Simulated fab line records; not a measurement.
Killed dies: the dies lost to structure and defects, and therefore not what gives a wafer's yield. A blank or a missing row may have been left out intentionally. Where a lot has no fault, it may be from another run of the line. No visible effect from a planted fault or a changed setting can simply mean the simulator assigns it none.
fab line records	flow rit-cmos
record lots=6	wafers=18	last-day=7
route steps=202 shown SDANNEAL@156 PSD@157 NSD@158 PLDD@159 NLDD@160 SILICIDE@161 CONTACT@168 M1@202
lots untouched by any fault: they come from a run of this same line in which no faults occurred
start-h: hours from the record's first day to the start of the lot's first wafer shown	wait-h: hours from the lot's prior step to this one	" unchanged from the row above	L1.1+2: one row covering several wafers at once	- value missing, or start not given	* or withheld: withheld	< > ~ a bound
route shown NAME@n: NAME is a module with steps in the file, n the number in the route of the first one	usual: the fault-free wafers' mean and standard deviation	same: alike in all rows	chamber/n: place in a boat	sites: per-site readings	_std_site: standard deviation of those values	_edge_site: the outer-site mean with the inner-site mean subtracted	radius-mm: how far each site lies from the wafer's centre	mask NAME#n: copy n	behind: the last tool/chamber to shape the wafer	hold: reason for holding the lot/hours on hold/outcome of the hold	device: which transistor (n, p or np) failed to switch	end of line: tests run on the same wafers once the route is complete	a step without rows: its recipe alone	killed: dies lost to structure and defects at the first sort, not the wafer's yield	map: dies across one wafer; x = killed, . = not, _ = none there
set.NAME: the setting the step ran with; set.NAME@STEP: the setting that earlier step ran with	model.NAME: the simulator's own value behind a step, which no gauge read
a table for each step, a row for each wafer; lots at some steps of the route
services: when a tool's chamber went out of use (start-h, in hours from the record's first day, below 0 if earlier), for how many hours, and the reason
## steps
# step RIT_SDANNEAL_RTA_03
# recipe temp-c=1050	time-s=5	idle-temp-c=600	ramp-up-c-per-s=342	ramp-down-c-per-s=171	cool-to-c=600	ambient=N2
# usual wafer_temp_C_max=1053.4/1.1
# same time-s=5
lot.wafer	tool	chamber	start-h	wait-h	wafer_temp_C_max
L917.2	rtp-anneal-01	0	70.86	0.0	1053.1
L917.3	"	0	"	"	1054.3
L917.4	"	0	"	"	1052.6
L922.1	rtp-anneal-02	0	91.44	0.0	1054.9
L922.2	"	0	"	"	1052.7
L922.3	"	0	"	"	1056.0
L926.3	rtp-anneal-02	0	114.87	0.0	1053.4
L926.4	"	0	"	"	1052.9
L926.6	"	0	"	"	1053.5
L930.2	rtp-anneal-01	0	130.84	0.0	1054.2
L930.3	"	0	"	"	1053.0
L930.6	"	0	"	"	1053.7
L932.1	rtp-anneal-02	0	143.80	0.0	1054.0
L932.4	"	0	"	"	1053.4
L932.6	"	0	"	"	1052.7
L935.1	rtp-anneal-02	0	155.70	0.0	1052.5
L935.3	"	0	"	"	1055.4
L935.5	"	0	"	"	1052.8
# step RIT_SDANNEAL_RS_MEAS_04
# recipe thk-meas-gauge=four-point-probe
# usual PSD_RS=116.00/0.25
lot.wafer	tool	chamber	start-h	wait-h	PSD_RS[ohm/sq]
L917.2	film-metro-04	-	70.93	0.1	115.81
L917.3	"	-	"	"	115.76
L917.4	"	-	"	"	116.01
L922.1	film-metro-02	-	91.50	0.0	115.91
L922.2	"	-	"	"	116.12
L922.3	"	-	"	"	115.92
L926.3	film-metro-02	-	114.95	0.1	115.55
L926.4	"	-	"	"	115.65
L926.6	"	-	"	"	116.21
L930.2	film-metro-03	-	130.91	0.1	115.80
L930.3	"	-	"	"	115.67
L930.6	"	-	"	"	115.74
L932.1	film-metro-04	-	143.86	0.0	115.92
L932.4	"	-	"	"	116.23
L932.6	"	-	"	"	116.43
L935.1	film-metro-04	-	155.76	0.0	115.88
L935.3	"	-	"	"	116.26
L935.5	"	-	"	"	116.16
# step RIT_SDANNEAL_RS_MEAS_05
# recipe thk-meas-gauge=four-point-probe
# usual NSD_RS=84.55/0.27
lot.wafer	tool	chamber	start-h	wait-h	NSD_RS[ohm/sq]
L917.2	film-metro-04	-	71.05	0.1	84.54
L917.3	"	-	"	"	84.47
L917.4	"	-	"	"	84.51
L922.1	film-metro-02	-	91.62	0.1	84.56
L922.2	"	-	"	"	85.00
L922.3	"	-	"	"	84.77
L926.3	film-metro-02	-	115.07	0.1	84.57
L926.4	"	-	"	"	84.58
L926.6	"	-	"	"	84.53
L930.2	film-metro-03	-	131.03	0.1	84.74
L930.3	"	-	"	"	84.34
L930.6	"	-	"	"	84.61
L932.1	film-metro-04	-	143.98	0.1	84.74
L932.4	"	-	"	"	84.72
L932.6	"	-	"	"	85.00
L935.1	film-metro-04	-	155.88	0.1	84.57
L935.3	"	-	"	"	84.75
L935.5	"	-	"	"	84.61
# step RIT_SDANNEAL_RS_MEAS_06
# recipe thk-meas-gauge=four-point-probe
# usual PLDD_RS=178.8/0.46
lot.wafer	tool	chamber	start-h	wait-h	PLDD_RS[ohm/sq]
L917.2	film-metro-04	-	71.17	0.1	178.3
L917.3	"	-	"	"	177.9
L917.4	"	-	"	"	177.9
L922.1	film-metro-02	-	91.74	0.1	178.6
L922.2	"	-	"	"	179.4
L922.3	"	-	"	"	179.4
L926.3	film-metro-02	-	115.19	0.1	178.4
L926.4	"	-	"	"	178.5
L926.6	"	-	"	"	178.9
L930.2	film-metro-03	-	131.15	0.1	178.2
L930.3	"	-	"	"	179.0
L930.6	"	-	"	"	179.0
L932.1	film-metro-04	-	144.10	0.1	178.3
L932.4	"	-	"	"	178.6
L932.6	"	-	"	"	179.1
L935.1	film-metro-04	-	156.00	0.1	178.6
L935.3	"	-	"	"	178.3
L935.5	"	-	"	"	178.9
# step RIT_SDANNEAL_RS_MEAS_07
# recipe thk-meas-gauge=four-point-probe
# usual NLDD_RS=151.8/0.55
lot.wafer	tool	chamber	start-h	wait-h	NLDD_RS[ohm/sq]
L917.2	film-metro-04	-	71.29	0.1	152.5
L917.3	"	-	"	"	152.3
L917.4	"	-	"	"	152.3
L922.1	film-metro-02	-	91.86	0.1	151.7
L922.2	"	-	"	"	151.2
L922.3	"	-	"	"	152.3
L926.3	film-metro-02	-	115.31	0.1	152.2
L926.4	"	-	"	"	152.2
L926.6	"	-	"	"	152.6
L930.2	film-metro-03	-	131.27	0.1	151.6
L930.3	"	-	"	"	151.7
L930.6	"	-	"	"	151.6
L932.1	film-metro-04	-	144.22	0.1	151.1
L932.4	"	-	"	"	152.0
L932.6	"	-	"	"	151.2
L935.1	film-metro-04	-	156.12	0.1	152.5
L935.3	"	-	"	"	152.3
L935.5	"	-	"	"	152.6
# step RIT_SILICIDE_WET_ETCH_00
# recipe chemistry=BOE	target=SiO2	target-depth-nm=14	time-s=15	dry=n2-spin	dilution=10:1	temp-c=21.5
# step RIT_SILICIDE_SPUTTER_01
# recipe material=Ti	target-thk-nm=30	power-w=350	chamber-pressure-pa=0.667	gas=Ar	time-s=240	substrate-temp-c=25
# usual throttle-valve-pct=31.1/1.1
# same time-s=240
lot.wafer	tool	chamber	start-h	wait-h	throttle-valve-pct
L917.2	pvd-sputter-04	-	71.40	0.0	32.6
L917.3	"	-	"	"	31.1
L917.4	"	-	"	"	31.8
L922.1	pvd-sputter-02	-	91.99	0.0	30.6
L922.2	"	-	"	"	31.8
L922.3	"	-	"	"	29.7
L926.3	pvd-sputter-04	-	115.40	0.0	32.8
L926.4	"	-	"	"	31.9
L926.6	"	-	"	"	31.0
L930.2	pvd-sputter-02	-	131.38	0.0	31.8
L930.3	"	-	"	"	29.5
L930.6	"	-	"	"	31.1
L932.1	pvd-sputter-04	-	144.35	0.0	31.0
L932.4	"	-	"	"	32.7
L932.6	"	-	"	"	32.7
L935.1	pvd-sputter-02	-	156.25	0.0	31.7
L935.3	"	-	"	"	29.2
L935.5	"	-	"	"	29.6
# step RIT_SILICIDE_RS_MEAS_02
# recipe thk-meas-gauge=four-point-probe	reads=Ti_of_SILICIDE_SPUTTER_01
# usual SILICIDE_TI_RS=48.1/0.64
lot.wafer	tool	chamber	start-h	wait-h	SILICIDE_TI_RS[ohm/sq]
L917.2	film-metro-02	-	71.57	0.1	48.0
L917.3	"	-	"	"	47.5
L917.4	"	-	"	"	47.9
L922.1	film-metro-04	-	92.14	0.1	49.0
L922.2	"	-	"	"	48.4
L922.3	"	-	"	"	48.6
L926.3	film-metro-01	-	115.59	0.1	48.1
L926.4	"	-	"	"	48.1
L926.6	"	-	"	"	48.4
L930.2	film-metro-01	-	131.55	0.1	48.3
L930.3	"	-	"	"	48.8
L930.6	"	-	"	"	48.2
L932.1	film-metro-02	-	144.50	0.1	47.1
L932.4	"	-	"	"	47.3
L932.6	"	-	"	"	46.9
L935.1	film-metro-04	-	156.40	0.1	48.2
L935.3	"	-	"	"	48.2
L935.5	"	-	"	"	48.8
# step RIT_SILICIDE_THK_MEAS_03
# recipe thk-meas-gauge=xrf	reads=Ti_of_SILICIDE_SPUTTER_01
# usual SILICIDE_TI_THK=29.7/0.41
lot.wafer	tool	chamber	start-h	wait-h	SILICIDE_TI_THK[nm]
L917.2	film-metro-02	-	71.68	0.1	29.6
L917.3	"	-	"	"	29.8
L917.4	"	-	"	"	29.8
L922.1	film-metro-04	-	92.26	0.1	28.9
L922.2	"	-	"	"	29.4
L922.3	"	-	"	"	29.2
L926.3	film-metro-01	-	115.69	0.1	29.8
L926.4	"	-	"	"	29.8
L926.6	"	-	"	"	29.5
L930.2	film-metro-01	-	131.66	0.1	29.8
L930.3	"	-	"	"	29.4
L930.6	"	-	"	"	29.7
L932.1	film-metro-02	-	144.62	0.1	30.2
L932.4	"	-	"	"	30.1
L932.6	"	-	"	"	30.2
L935.1	film-metro-04	-	156.52	0.1	29.4
L935.3	"	-	"	"	29.4
L935.5	"	-	"	"	29.0
# step RIT_SILICIDE_RTA_04
# recipe temp-c=650	time-s=10	idle-temp-c=25	ramp-up-s=5	ramp-down-s=5	cool-to-c=25	ambient=N2
# usual wafer_temp_C_max=653.3/1.4
# same time-s=10
lot.wafer	tool	chamber	start-h	wait-h	wafer_temp_C_max
L917.2	rtp-anneal-02	0	71.74	0.1	653.9
L917.3	"	0	"	"	655.0
L917.4	"	0	"	"	654.6
L922.1	rtp-anneal-01	0	92.32	0.1	651.5
L922.2	"	0	"	"	652.2
L922.3	"	0	"	"	651.1
L926.3	rtp-anneal-01	0	115.75	0.1	651.9
L926.4	"	0	"	"	651.0
L926.6	"	0	"	"	652.7
L930.2	rtp-anneal-01	0	131.72	0.1	651.5
L930.3	"	0	"	"	651.7
L930.6	"	0	"	"	651.8
L932.1	rtp-anneal-02	0	144.68	0.1	656.8
L932.4	"	0	"	"	654.2
L932.6	"	0	"	"	655.2
L935.1	rtp-anneal-01	0	156.58	0.1	651.8
L935.3	"	0	"	"	653.4
L935.5	"	0	"	"	652.6
# step RIT_SILICIDE_WET_ETCH_05
# recipe chemistry=SPM	target=Ti	temp-c=90	time-s=120	dry=n2-spin
# step RIT_SILICIDE_RTA_06
# recipe temp-c=750	time-s=10	idle-temp-c=25	ramp-up-s=5	ramp-down-s=10	cool-to-c=25	ambient=N2
# usual wafer_temp_C_max=753.8/1.5
# same time-s=10
lot.wafer	tool	chamber	start-h	wait-h	wafer_temp_C_max
L917.2	rtp-anneal-01	0	71.86	0.0	753.0
L917.3	"	0	"	"	752.6
L917.4	"	0	"	"	752.0
L922.1	rtp-anneal-02	0	92.43	0.0	752.7
L922.2	"	0	"	"	754.6
L922.3	"	0	"	"	755.1
L926.3	rtp-anneal-02	0	115.86	0.0	756.1
L926.4	"	0	"	"	755.2
L926.6	"	0	"	"	755.9
L930.2	rtp-anneal-02	0	131.84	0.0	755.0
L930.3	"	0	"	"	756.1
L930.6	"	0	"	"	755.2
L932.1	rtp-anneal-02	0	144.79	0.0	754.8
L932.4	"	0	"	"	754.2
L932.6	"	0	"	"	755.5
L935.1	rtp-anneal-02	0	156.69	0.0	753.3
L935.3	"	0	"	"	754.9
L935.5	"	0	"	"	756.0
# step RIT_CONTACT_CVD_00
# recipe material=SiO2	target-thk-nm=400	precursor=TEOS	temp-c=390	time-s=61	rf-w=400
# usual heater-power-w=288/57	rf-fwd-power-W=396.3/1.4
# same time-s=61
lot.wafer	tool	chamber	start-h	wait-h	heater-power-w	rf-fwd-power-W
L917.2	pecvd-02	0	71.91	0.0	252	397.3
L917.3	"	2	"	"	244	395.9
L917.4	"	2	"	"	251	396.7
L922.1	pecvd-01	1	92.50	0.1	352	394.8
L922.2	"	0	"	"	195	395.0
L922.3	"	2	"	"	370	396.2
L922.1	pecvd-01	1	92.71	0.2	349	396.4
L922.2	"	0	"	"	194	398.8
L922.3	"	2	"	"	376	395.7
L926.3	pecvd-02	2	115.90	0.0	259	397.0
L926.4	"	0	"	"	293	395.2
L926.6	"	2	"	"	186	395.6
L926.3	pecvd-02	2	116.12	0.2	256	396.7
L926.4	"	0	"	"	299	396.0
L926.6	"	2	"	"	186	396.3
L930.2	pecvd-02	1	131.89	0.0	302	397.7
L930.3	"	2	"	"	252	398.1
L930.6	"	2	"	"	190	398.8
L932.1	pecvd-02	0	144.86	0.1	245	397.3
L932.4	"	2	"	"	257	395.9
L932.6	"	1	"	"	235	396.6
L935.1	pecvd-02	2	156.76	0.1	259	397.6
L935.3	"	0	"	"	226	397.2
L935.5	"	0	"	"	240	395.3
# step RIT_CONTACT_THK_MEAS_01
# recipe reads=SiO2_of_CONTACT_CVD_00
# usual CONTACT_TEOS_THK=400/4.6
lot.wafer	tool	chamber	start-h	wait-h	CONTACT_TEOS_THK[nm]
L917.2	film-metro-03	-	71.97	0.0	396
L917.3	"	-	"	"	398
L917.4	"	-	"	"	404
L922.1	film-metro-03	-	92.76	0.0	794
L922.2	"	-	"	"	798
L922.3	"	-	"	"	800
L922.1	film-metro-03	-	92.99	0.2	794
L922.2	"	-	"	"	797
L922.3	"	-	"	"	799
L926.3	film-metro-02	-	116.19	0.0	800
L926.4	"	-	"	"	813
L926.6	"	-	"	"	817
L926.3	film-metro-02	-	116.42	0.2	800
L926.4	"	-	"	"	813
L926.6	"	-	"	"	817
L930.2	film-metro-02	-	131.95	0.0	397
L930.3	"	-	"	"	398
L930.6	"	-	"	"	414
L932.1	film-metro-01	-	144.91	0.0	403
L932.4	"	-	"	"	408
L932.6	"	-	"	"	397
L935.1	film-metro-03	-	156.81	0.0	399
L935.3	"	-	"	"	401
L935.5	"	-	"	"	407
# step RIT_M1_PROBE_99
# usual defect-limited-yield=97.5/1.1	killed_at_M0_to_M3=0.0/0.12	killed-at-contacts=0.0/0.22	killed-at-front-end=6.5/2.8	killed-dies=6.5/2.8	killed-open=3.2/1.8	killed-short=3.3/2	sort_bin_3_pad_short=0.1/0.23	sort_bin_5_function=1.5/0.77	sort_bin_6_memory=0.9/0.6	sort-n-pass=257.5/2.8	sort-yield-pct=97.5/1.1
# same gross-dies=264	killed_at_M4_up=0	killed-at-back-side=0	killed-at-other=0
lot.wafer	tool	chamber	start-h	wait-h	defect-limited-yield[%]	killed_at_M0_to_M3	killed-at-contacts	killed-at-front-end	killed-dies	killed-open	killed-short	sort_bin_3_pad_short[%]	sort_bin_5_function[%]	sort_bin_6_memory[%]	sort-n-pass	sort-yield-pct[%]
L917.2	prober-01	-	78.46	0.1	97.3	0	0	7	7	4	3	0	1.5	1.1	257.0	97.3
L917.3	prober-01	-	78.51	0.2	96.6	1	0	8	9	3	6	0.8	0.8	1.9	255.0	96.6
L917.4	prober-01	-	78.56	0.2	97.7	0	0	6	6	1	5	0.4	1.5	0.4	258.0	97.7
L930.2	prober-01	-	138.18	0.1	97.7	0	0	6	6	3	3	0.4	1.5	0.4	258.0	97.7
L930.3	prober-01	-	138.23	0.2	98.9	0	0	3	3	1	2	0	1.1	0	261.0	98.9
L930.6	prober-01	-	138.38	0.2	97.3	0	0	7	7	6	1	0.4	1.5	0.8	257.0	97.3
L932.1	prober-02	-	151.59	0.1	98.1	0	1	4	5	3	2	0	1.1	0.8	259.0	98.1
L932.4	prober-02	-	151.74	0.2	98.1	0	0	5	5	3	2	0	0.4	1.5	259.0	98.1
L932.6	prober-02	-	151.84	0.2	96.6	0	0	9	9	3	6	0.4	2.7	0.4	255.0	96.6
L935.1	prober-01	-	163.10	0.1	97.7	0	0	6	6	4	2	0.4	1.5	0.4	258.0	97.7
L935.3	prober-01	-	163.20	0.2	98.9	0	0	3	3	3	0	0	0	1.1	261.0	98.9
L935.5	prober-01	-	163.30	0.2	98.5	0	0	4	4	2	2	0	0.8	0.8	260.0	98.5
# killed by level:class
L917.2 GATE:geometric-particle:open=3 FOX2:geometric-particle:short=1 GATE:geometric-particle:short=1 REOX:geometric-particle:open=1 SILICIDE:geometric-particle:short=1
L917.3 GATE:geometric-particle:open=2 GATE:geometric-particle:short=2 REOX:geometric-particle:short=1 SPACER:geometric-particle:short=1 SILICIDE:geometric-particle:open=1 SILICIDE:geometric-particle:short=1 M1:geometric-particle:short=1
L917.4 GATE:geometric-particle:short=2 FOX1:geometric-particle:open=1 FOX1:geometric-particle:short=1 SPACER:geometric-particle:short=1 SILICIDE:geometric-particle:short=1
L930.2 GATE:geometric-particle:short=2 FOX1:geometric-particle:short=1 FOX1:geometric-particle:open=1 SILICIDE:geometric-particle:open=1 GATE:geometric-particle:open=1
L930.3 REOX:geometric-particle:open=1 REOX:geometric-particle:short=1 SPACER:geometric-particle:short=1
L930.6 REOX:geometric-particle:open=2 FOX1:geometric-particle:open=1 GATE:geometric-particle:open=1 GATE:geometric-particle:short=1 SPACER:geometric-particle:open=1 SILICIDE:geometric-particle:open=1
L932.1 GATE:geometric-particle:open=1 REOX:geometric-particle:open=1 SPACER:geometric-particle:short=1 SILICIDE:geometric-particle:open=1 CONTACT:geometric-particle:short=1
L932.4 GATE:geometric-particle:open=3 GATE:geometric-particle:short=1 SILICIDE:geometric-particle:short=1
L932.6 GATE:geometric-particle:short=4 FOX1:geometric-particle:short=1 FOX1:geometric-particle:open=1 GATE:geometric-particle:open=1 REOX:geometric-particle:open=1 REOX:geometric-particle:short=1
L935.1 REOX:geometric-particle:open=2 SPACER:geometric-particle:open=2 REOX:geometric-particle:short=1 SILICIDE:geometric-particle:short=1
L935.3 REOX:geometric-particle:open=2 FOX1:geometric-particle:open=1
L935.5 GATE:geometric-particle:short=1 REOX:geometric-particle:open=1 REOX:geometric-particle:short=1 SPACER:geometric-particle:open=1
## services
tool	chamber	start-h	hours	kind
rtp-anneal-01	-	63.63	1.9	pm
pvd-sputter-02	-	97.25	4.3	repair
pecvd-01	-	108.06	1.6	repair
pecvd-01	-	138.74	2.8	pm
rtp-anneal-01	-	142.08	4.0	pm
## key
first-sign step=RIT_CONTACT_CVD_00	reading=visit	direction=added
effect step=RIT_CONTACT_THK_MEAS_01	reading=visit	direction=added
effect step=RIT_CONTACT_THK_MEAS_01	reading=CONTACT_TEOS_THK	direction=up	sigmas=88	usual=400	struck=804
met-at RIT_CONTACT_CVD_00
struck-wafers L922.1,L922.2,L922.3,L926.3,L926.4,L926.6
scrapped-behind RIT_CONTACT_THK_MEAS_01 L922.1,L922.2,L922.3,L926.3,L926.4,L926.6
fault kind=repeated-step-whole	tool=pecvd-01,pecvd-02,pecvd-04	chamber=-	onset-h=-	steps=RIT_CONTACT_CVD_00	times=1	scope=struck-lots-only
